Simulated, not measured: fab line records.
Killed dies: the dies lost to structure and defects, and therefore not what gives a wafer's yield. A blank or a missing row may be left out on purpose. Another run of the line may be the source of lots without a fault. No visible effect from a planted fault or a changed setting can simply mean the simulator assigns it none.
Chamber matching -- flow berkeleyCmos170 -- UCB170_SPACER_CVD_00 on pecvd-03 has 3 sister chambers
The step deposits SiO2 from TEOS/O2, target thk 376 nm, time 47 s. 14 wafers are shown with their chamber, then 7 later ones without.

== EACH WAFER AND ITS CHAMBER ==
wafer,chamber,heaterPowerW (W),pressureMtorr (mTorr)
L314.3,0,238,8997
L314.4,2,253,9020
L314.5,2,260,9032
L316.3,1,288,8975
L316.4,1,311,9008
L316.5,0,240,8994
L318.2,1,247,9019
L318.3,2,279,9007
L318.5,2,275,8991
L322.3,1,339,9006
L322.5,2,288,8997
L322.6,1,242,9021
L323.1,1,320,8997
L323.3,0,294,8999

SIGNATURES (means of the wafers above)
reading,chamber 0,chamber 1,chamber 2,scatter within a chamber
heaterPowerW,257.33,291.17,271.00,31.2
pressureMtorr,8996.67,9004.33,9009.40,15.2
Rule: for each reading, subtract the chamber's mean from the wafer's reading, divide by that reading's scatter and square the result; add these up over the readings and take the root, which gives the wafer's distance from the chamber. The wafer belongs to the nearest chamber; if the next one is less than 2 further off, it can't be placed. The scatter: the root of (the sum of the squares of (reading less its chamber's mean) over the shown wafers, divided by (wafers less chambers)).

== WAFERS WITHOUT THEIR CHAMBER ==
wafer,heaterPowerW (W),pressureMtorr (mTorr)
L323.6,201,9042
L329.3,273,9004
L329.4,276,9000
L329.6,243,8987
L333.1,264,9018
L333.4,277,9002
L333.5,285,9007

== WHICH CHAMBER EACH WENT THROUGH ==
wafer,from the rows above,in truth
L323.6,can't be placed: 2 or 0 or 1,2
L329.3,can't be placed: 2 or 1 or 0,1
L329.4,can't be placed: 1 or 0 or 2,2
L329.6,can't be placed: 0 or 2 or 1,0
L333.1,can't be placed: 2 or 1 or 0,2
L333.4,can't be placed: 1 or 2 or 0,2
L333.5,can't be placed: 1 or 2 or 0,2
Placed correctly: 0 of 7. Not placeable from these rows: 7 (in 7, the candidates include the true chamber). Number placed wrongly: 0.
